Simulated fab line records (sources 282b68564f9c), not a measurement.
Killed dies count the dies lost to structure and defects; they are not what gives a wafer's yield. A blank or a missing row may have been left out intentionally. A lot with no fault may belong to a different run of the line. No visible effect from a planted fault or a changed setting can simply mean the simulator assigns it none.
fab line records + flow rit_cmos
record
- lots=6
- wafers=18
- last_day=8
route steps=202 shown M1@184
lots untouched by any fault: they come from a run of this same line in which no faults occurred
start_h: start of the lot's first displayed wafer, in hours after the record's first day + wait_h: how many hours have passed since the lot's step before this one + " unchanged from the row above + L1.1+2: a row that stands for several wafers + - either no value or no given start + * or withheld: withheld + < > ~ a bound
route shown NAME@n: names a module that has steps shown in the file, with the first one's number in the route + usual: mean and standard deviation over wafers with no fault + same: alike in all rows + chamber/n: place in a boat + sites: per-site readings + _std_site: their standard deviation + _edge_site: the outer-site mean with the inner-site mean subtracted + radius_mm: how far each site lies from the wafer's centre + mask NAME#n: copy n + behind: the most recent tool/chamber to have shaped the wafer + hold: reason for holding the lot/hours on hold/outcome of the hold + device: the n, p or np transistor that did not switch + end of line: at the end of the route, the tests of the same wafers + for a step that has no rows: nothing shown but its recipe + killed: at the first sort, the dies lost to defects and structure; wafer yield is something else + map: the dies of a wafer, with x for killed, . for not killed, _ for no die there
set.NAME: setting as actually run; set.NAME@STEP: the setting as run at that earlier step + model.NAME: the simulator's own value behind a step, which no gauge read
lots at some steps of the route; a table a step, a row a wafer
services: when a tool's chamber went out of use (start_h, in hours from the record's first day, below 0 if earlier), for how many hours, and the reason
## steps
# step RIT_M1_SPUTTER_00
# recipe
- material=Al
- target_thk_nm=400
- power_w=2000
- chamber_pressure_pa=0.4
- gas=Ar
- time_s=500
- substrate_temp_c=25
# usual
- throttle_valve_pct=30.3/0.74
| lot.wafer | tool           | chamber | start_h | wait_h | throttle_valve_pct |
|-----------|----------------|---------|---------|--------|--------------------|
| L463.2    | pvd_sputter-01 | -       | 71.96   | 0.0    | 29.9               |
| L463.4    | "              | -       | "       | "      | 30.3               |
| L463.5    | "              | -       | "       | "      | 30.5               |
| L468.1    | pvd_sputter-02 | -       | 104.11  | 0.0    | 31.2               |
| L468.2    | "              | -       | "       | "      | 29.5               |
| L468.6    | "              | -       | "       | "      | 31.5               |
| L471.1    | pvd_sputter-03 | -       | 114.59  | 0.0    | 28.9               |
| L471.4    | "              | -       | "       | "      | 29.0               |
| L471.5    | "              | -       | "       | "      | 31.0               |
| L474.1    | pvd_sputter-02 | -       | 127.57  | 0.0    | 31.5               |
| L474.4    | "              | -       | "       | "      | 30.2               |
| L474.6    | "              | -       | "       | "      | 30.0               |
| L479.4    | pvd_sputter-01 | -       | 155.20  | 0.0    | 30.1               |
| L479.5    | "              | -       | "       | "      | 30.1               |
| L479.6    | "              | -       | "       | "      | 30.0               |
| L483.3    | pvd_sputter-03 | -       | 177.63  | 0.0    | 28.6               |
| L483.4    | "              | -       | "       | "      | 30.2               |
| L483.5    | "              | -       | "       | "      | 30.8               |
# step RIT_M1_RS_MEAS_01
# recipe
- thk_meas_gauge=four-point-probe
- reads=Al_of_M1_SPUTTER_00
# usual
- M1_AL_RS=0.0735/0.00066
| lot.wafer | tool          | chamber | start_h | wait_h | M1_AL_RS[ohm/sq] |
|-----------|---------------|---------|---------|--------|------------------|
| L463.2    | film_metro-02 | -       | 72.27   | 0.2    | 0.0733           |
| L463.4    | "             | -       | "       | "      | 0.0738           |
| L463.5    | "             | -       | "       | "      | 0.0736           |
| L468.1    | film_metro-03 | -       | 104.40  | 0.1    | 0.0737           |
| L468.2    | "             | -       | "       | "      | 0.0738           |
| L468.6    | "             | -       | "       | "      | 0.0736           |
| L471.1    | film_metro-03 | -       | 114.88  | 0.1    | 0.0733           |
| L471.4    | "             | -       | "       | "      | 0.0731           |
| L471.5    | "             | -       | "       | "      | 0.0730           |
| L474.1    | film_metro-03 | -       | 127.87  | 0.1    | 0.0730           |
| L474.4    | "             | -       | "       | "      | 0.0737           |
| L474.6    | "             | -       | "       | "      | 0.0730           |
| L479.4    | film_metro-02 | -       | 155.56  | 0.2    | 0.0731           |
| L479.5    | "             | -       | "       | "      | 0.0723           |
| L479.6    | "             | -       | "       | "      | 0.0730           |
| L483.3    | film_metro-02 | -       | 177.97  | 0.2    | 0.0736           |
| L483.4    | "             | -       | "       | "      | 0.0725           |
| L483.5    | "             | -       | "       | "      | 0.0738           |
# step RIT_M1_THK_MEAS_02
# recipe
- thk_meas_gauge=xrf
- reads=Al_of_M1_SPUTTER_00
# usual
- M1_AL_THK=399/3.7
| lot.wafer | tool          | chamber | start_h | wait_h | M1_AL_THK[nm] |
|-----------|---------------|---------|---------|--------|---------------|
| L463.2    | film_metro-02 | -       | 72.38   | 0.1    | 398           |
| L463.4    | "             | -       | "       | "      | 395           |
| L463.5    | "             | -       | "       | "      | 399           |
| L468.1    | film_metro-03 | -       | 104.52  | 0.1    | 396           |
| L468.2    | "             | -       | "       | "      | 396           |
| L468.6    | "             | -       | "       | "      | 394           |
| L471.1    | film_metro-03 | -       | 115.00  | 0.1    | 397           |
| L471.4    | "             | -       | "       | "      | 397           |
| L471.5    | "             | -       | "       | "      | 399           |
| L474.1    | film_metro-03 | -       | 127.99  | 0.1    | 399           |
| L474.4    | "             | -       | "       | "      | 397           |
| L474.6    | "             | -       | "       | "      | 394           |
| L479.4    | film_metro-02 | -       | 155.65  | 0.1    | 401           |
| L479.5    | "             | -       | "       | "      | 406           |
| L479.6    | "             | -       | "       | "      | 402           |
| L483.3    | film_metro-02 | -       | 178.07  | 0.1    | 397           |
| L483.4    | "             | -       | "       | "      | 402           |
| L483.5    | "             | -       | "       | "      | 397           |
# step RIT_M1_HMDS_03
# recipe
- prime_time_s=60
- prime_temp_c=140
# step RIT_M1_COAT_04
# recipe
- resist=NOVOLAK
- spin_rpm=2000
- resist_thk_nm=1300
# step RIT_M1_SOFTBAKE_05
# recipe
- resist=NOVOLAK
- temp_c=90
- time_s=60
# step RIT_M1_EXPOSE_06
# recipe
- mask_id=M12
- na=0.6
- source_shape=conventional
- sigma_outer=0.5
- target_cd_nm=2600
- dose_mj=250
# step RIT_M1_PEB_07
# recipe
- resist=NOVOLAK
- temp_c=withheld
- time_s=withheld
# step RIT_M1_DEVELOP_08
# recipe
- resist=NOVOLAK
- develop_time_s=68
- dev_temp_c=23
# step RIT_M1_CD_MEAS_09
# recipe
- target_cd_nm=2600
# usual
- cd_nm=2601.0/2.7
| lot.wafer | tool      | chamber | start_h | wait_h | cd_nm  |
|-----------|-----------|---------|---------|--------|--------|
| L463.2    | cd_sem-01 | -       | 73.33   | -      | 2600.6 |
| L463.4    | "         | -       | "       | "      | 2600.5 |
| L463.5    | "         | -       | "       | "      | 2600.2 |
| L468.1    | cd_sem-01 | -       | 105.59  | -      | 2605.1 |
| L468.2    | "         | -       | "       | "      | 2603.1 |
| L468.6    | "         | -       | "       | "      | 2604.2 |
| L471.1    | cd_sem-01 | -       | 115.94  | -      | 2596.3 |
| L471.4    | "         | -       | "       | "      | 2596.7 |
| L471.5    | "         | -       | "       | "      | 2594.3 |
| L474.1    | cd_sem-02 | -       | 129.05  | -      | 2601.5 |
| L474.4    | "         | -       | "       | "      | 2602.2 |
| L474.6    | "         | -       | "       | "      | 2604.2 |
| L479.4    | cd_sem-01 | -       | 156.75  | -      | 2604.4 |
| L479.5    | "         | -       | "       | "      | 2604.0 |
| L479.6    | "         | -       | "       | "      | 2602.1 |
| L483.3    | cd_sem-01 | -       | 179.43  | -      | 2603.2 |
| L483.4    | "         | -       | "       | "      | 2602.6 |
| L483.5    | "         | -       | "       | "      | 2603.9 |
# step RIT_M1_OVL_MEAS_10
# usual
- M1_OVL=0.2/1.2
| lot.wafer | tool       | chamber | start_h | wait_h | M1_OVL[nm] |
|-----------|------------|---------|---------|--------|------------|
| L463.2    | overlay-02 | -       | 73.44   | 0.1    | 0.2        |
| L463.4    | "          | -       | "       | "      | 1.7        |
| L463.5    | "          | -       | "       | "      | -0.9       |
| L468.1    | overlay-02 | -       | 105.71  | 0.1    | 3.0        |
| L468.2    | "          | -       | "       | "      | 0.2        |
| L468.6    | "          | -       | "       | "      | 1.9        |
| L471.1    | overlay-01 | -       | 116.06  | 0.1    | 0.5        |
| L471.4    | "          | -       | "       | "      | 0.0        |
| L471.5    | "          | -       | "       | "      | -0.9       |
| L474.1    | overlay-01 | -       | 129.17  | 0.1    | 1.0        |
| L474.4    | "          | -       | "       | "      | -0.7       |
| L474.6    | "          | -       | "       | "      | -0.1       |
| L479.4    | overlay-02 | -       | 156.83  | 0.1    | 2.4        |
| L479.5    | "          | -       | "       | "      | 1.9        |
| L479.6    | "          | -       | "       | "      | 0.3        |
| L483.3    | overlay-02 | -       | 179.52  | 0.1    | 0.5        |
| L483.4    | "          | -       | "       | "      | -0.3       |
| L483.5    | "          | -       | "       | "      | 0.8        |
# step RIT_M1_HARDBAKE_11
# recipe
- resist=NOVOLAK
- temp_c=140
- time_s=120
# step RIT_M1_METAL_ETCH_12
# recipe
- stop_on=SiO2
- chemistry=Cl2/BCl3
- target=Al
- time_s=165
- over_etch_frac=0.5
- pressure_mtorr=100
- target_depth_a=6000
- rf_w=250
- Cl2_flow_sccm=60
- bcl3_flow_sccm=50
# usual
- chamber_pressure_mTorr=100.00/0.09
- drypump_motor_current_A=5.9/0.47
- oes_product_au=0.774/0.011
- throttle_valve_pct=8.24/0.14
| lot.wafer | tool         | chamber | start_h | wait_h | chamber_pressure_mTorr | drypump_motor_current_A | oes_product_au | rf_hours_counter_h | throttle_valve_pct | model.NOVOLAK_of_M1_COAT_04.thk_nm | model.M1.feature_depth_nm | model.SiO2_of_CONTACT_CVD_00.thk_nm |
|-----------|--------------|---------|---------|--------|------------------------|-------------------------|----------------|--------------------|--------------------|------------------------------------|---------------------------|-------------------------------------|
| L463.2    | rie_metal-04 | 1       | 73.72   | 0.2    | 99.94                  | 5.3                     | 0.768          | 1                  | 8.05               | 804.5                              | 432.1                     | 364.6                               |
| L463.4    | "            | 0       | "       | "      | 99.95                  | 6.2                     | 0.765          | -                  | 8.17               | 807.9                              | 430.5                     | 367.4                               |
| L463.5    | "            | 1       | "       | "      | 100.04                 | 5.4                     | 0.766          | -                  | 8.04               | 810.7                              | 430.5                     | 363.3                               |
| L468.1    | rie_metal-02 | 1       | 106.00  | 0.2    | 99.99                  | 6.2                     | 0.774          | 3                  | 8.14               | 809.9                              | 431.1                     | 369.5                               |
| L468.2    | "            | 0       | "       | "      | 99.95                  | 5.3                     | 0.779          | 3                  | 8.38               | 800.7                              | 431.4                     | 363.4                               |
| L468.6    | "            | 1       | "       | "      | 100.08                 | 6.2                     | 0.779          | -                  | 8.13               | 810.6                              | 431.3                     | 373.8                               |
| L471.1    | rie_metal-02 | 1       | 116.35  | 0.2    | 100.02                 | 6.2                     | 0.761          | 3                  | 8.13               | 916.4                              | 399.8                     | 367.7                               |
| L471.4    | "            | 1       | "       | "      | 99.92                  | 6.2                     | 0.775          | -                  | 8.15               | 913.9                              | 399.4                     | 372.9                               |
| L471.5    | "            | 0       | "       | "      | 100.10                 | 5.3                     | 0.781          | -                  | 8.41               | 794.8                              | 435.1                     | 360.4                               |
| L474.1    | rie_metal-02 | 1       | 129.46  | 0.2    | 100.01                 | 6.2                     | 0.773          | 3                  | 8.14               | 915.5                              | 397.7                     | 368.5                               |
| L474.4    | "            | 1       | "       | "      | 100.00                 | 6.2                     | 0.771          | -                  | 8.15               | 912.3                              | 419.9                     | 373                                 |
| L474.6    | "            | 0       | "       | "      | 99.95                  | 5.3                     | 0.785          | -                  | 8.40               | 797.4                              | 434.9                     | 367.1                               |
| L479.4    | rie_metal-01 | 0       | 157.15  | 0.1    | 100.05                 | 6.0                     | 0.783          | -                  | 8.42               | 803                                | 434.5                     | 368.4                               |
| L479.5    | "            | 0       | "       | "      | 100.16                 | 6.0                     | 0.784          | -                  | 8.41               | 803.5                              | 439                       | 366.6                               |
| L479.6    | "            | 1       | "       | "      | 100.09                 | 6.8                     | 0.756          | -                  | 8.31               | 804.1                              | 435                       | 366.8                               |
| L483.3    | rie_metal-04 | 1       | 179.90  | 0.2    | 99.93                  | 5.3                     | 0.767          | -                  | 8.05               | 818                                | 430.4                     | 361.4                               |
| L483.4    | "            | 1       | "       | "      | 99.96                  | 5.3                     | 0.764          | -                  | 8.05               | 812.6                              | 436.4                     | 366                                 |
| L483.5    | "            | 1       | "       | "      | 100.01                 | 5.4                     | 0.764          | -                  | 8.06               | 814.2                              | 430.3                     | 367.2                               |
# step RIT_M1_STRIP_13
# recipe
- chemistry=nmp
- resist=NOVOLAK
- temp_c=80
- time_s=600
- dry=n2_spin
# step RIT_M1_PROBE_99
| lot.wafer | tool      | chamber | start_h | wait_h | model.etest.m1_comb_over_steps.over_limit | model.etest.ring.over_limit | model.etest.antenna_m1.vt_shift_v |
|-----------|-----------|---------|---------|--------|-------------------------------------------|-----------------------------|-----------------------------------|
| L463.2    | prober-01 | -       | 76.02   | 0.1    | 0                                         | 0                           | -0.01022                          |
| L463.4    | prober-01 | -       | 76.12   | 0.2    | 0                                         | 0                           | -0.008991                         |
| L463.5    | prober-01 | -       | 76.17   | 0.2    | 0                                         | 0                           | -0.01592                          |
| L468.1    | prober-02 | -       | 108.28  | 0.1    | 0                                         | 0                           | -0.01184                          |
| L468.2    | prober-02 | -       | 108.33  | 0.1    | 0                                         | 0                           | -0.0117                           |
| L468.6    | prober-02 | -       | 108.53  | 0.2    | 0                                         | 0                           | -0.0119                           |
| L471.1    | prober-01 | -       | 118.81  | 0.1    | 1                                         | 1                           | -0.001074                         |
| L471.4    | prober-01 | -       | 118.96  | 0.2    | 1                                         | 1                           | 0.0008305                         |
| L471.5    | prober-01 | -       | 119.01  | 0.2    | 0                                         | 0                           | -0.01049                          |
| L474.1    | prober-02 | -       | 131.71  | 0.1    | 0                                         | 1                           | -                                 |
| L474.4    | prober-02 | -       | 131.86  | 0.2    | 1                                         | 1                           | -0.002581                         |
| L474.6    | prober-02 | -       | 131.96  | 0.2    | 0                                         | 0                           | -0.01657                          |
| L479.4    | prober-01 | -       | 161.91  | 0.2    | 0                                         | 0                           | -0.01286                          |
| L479.5    | prober-01 | -       | 161.96  | 0.2    | 0                                         | 0                           | -0.01574                          |
| L479.6    | prober-01 | -       | 162.01  | 0.2    | 0                                         | 0                           | -0.005613                         |
| L483.3    | prober-02 | -       | 182.31  | 0.2    | 0                                         | 0                           | -0.0154                           |
| L483.4    | prober-02 | -       | 182.36  | 0.2    | 0                                         | 0                           | -0.01418                          |
| L483.5    | prober-02 | -       | 182.41  | 0.2    | 0                                         | 0                           | -0.01112                          |
# killed by level:class
L463.2 GATE:geometric_particle:short=1 SILICIDE:geometric_particle:open=1
L463.4 SPACER:geometric_particle:short=2 GATE:geometric_particle:short=1 SILICIDE:geometric_particle:short=1
L463.5 GATE:geometric_particle:open=3 GATE:geometric_particle:short=2 SPACER:geometric_particle:short=2 SPACER:geometric_particle:open=1
L468.1 SILICIDE:geometric_particle:open=3 SPACER:geometric_particle:short=2 GATE:geometric_particle:short=1 GATE:geometric_particle:open=1 REOX:geometric_particle:short=1
L468.2 GATE:geometric_particle:open=1 GATE:geometric_particle:short=1 REOX:geometric_particle:open=1 REOX:geometric_particle:short=1 SPACER:geometric_particle:short=1 SILICIDE:geometric_particle:short=1 M1:geometric_particle:short=1
L468.6 GATE:geometric_particle:open=4 GATE:geometric_particle:short=3 REOX:geometric_particle:open=3 REOX:geometric_particle:short=2 FOX1:geometric_particle:short=1 SILICIDE:geometric_particle:short=1 SPACER:geometric_particle:open=1 SPACER:geometric_particle:short=1
L479.4 ACTIVE:geometric_particle:open=1 FOX1:geometric_particle:short=1 GATE:geometric_particle:short=1 REOX:geometric_particle:short=1
L479.5 FOX1:geometric_particle:open=1 GATE:geometric_particle:open=1 REOX:geometric_particle:short=1 SPACER:geometric_particle:short=1 SPACER:geometric_particle:open=1 SILICIDE:geometric_particle:short=1
L479.6 SPACER:geometric_particle:short=2 ACTIVE:geometric_particle:short=1 GATE:geometric_particle:open=1 GATE:geometric_particle:short=1 SPACER:geometric_particle:open=1 SILICIDE:geometric_particle:open=1 CONTACT:geometric_particle:short=1
L483.3 GATE:geometric_particle:open=2 GATE:geometric_particle:short=1 SPACER:geometric_particle:short=1 SILICIDE:geometric_particle:short=1
L483.4 GATE:geometric_particle:open=4 GATE:geometric_particle:short=3 FOX2:geometric_particle:short=2 FOX1:geometric_particle:short=1 REOX:geometric_particle:short=1 SPACER:geometric_particle:open=1
L483.5 SPACER:geometric_particle:short=2 SPACER:geometric_particle:open=1 NLDD:coat_microbubble_printed=1
## services
| tool           | chamber | start_h | hours | kind       |
|----------------|---------|---------|-------|------------|
| pvd_sputter-01 | -       | 53.00   | 2.6   | repair     |
| pvd_sputter-03 | -       | 68.93   | 4.9   | repair     |
| pvd_sputter-02 | -       | 81.01   | 1.1   | repair     |
| rie_metal-01   | 1       | 86.08   | 21.7  | repair     |
| rie_metal-02   | 1       | 86.76   | 3.3   | repair     |
| pvd_sputter-03 | -       | 87.88   | 5.0   | repair     |
| rie_metal-01   | -       | 136.12  | 20.0  | pm         |
| rie_metal-01   | 0       | 136.12  | 20.0  | vent_cycle |
| rie_metal-01   | 1       | 136.12  | 20.0  | vent_cycle |
| rie_metal-01   | 0       | 156.12  | -     | clean      |
| rie_metal-01   | 1       | 156.12  | -     | clean      |
| pvd_sputter-02 | -       | 172.59  | 1.0   | repair     |
## key
first_sign none at tools or gauges
model_effect
- step=RIT_M1_METAL_ETCH_12
- value=NOVOLAK_of_M1_COAT_04.thk_nm
- without=802.7
- struck=914.5
model_effect
- step=RIT_M1_PROBE_99
- value=etest.m1_comb_over_steps.over_limit
- without=0
- struck=1
met_at RIT_M1_METAL_ETCH_12
struck_wafers L471.1,L471.4,L474.1,L474.4
later_rows_left_out L471.1,L471.4,L474.1
sort_left_out L471.1,L471.4,L474.1,L474.4
onset_between 106.00 116.35
fault
- kind=process_parameter_drift
- tool=rie_metal-02
- chamber=1
- onset_h=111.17
- steps=RIT_M1_METAL_ETCH_12
- channel=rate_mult
- offset=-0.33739
- shape=step
- end_h=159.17
# sort_left_out: the simulated sort isn't trusted on such a fault, so these wafers' sort isn't shown, and their yield isn't known
# later_rows_left_out: the simulator's readings of these wafers behind a module that went badly wrong aren't trusted and aren't shown, but for the sort
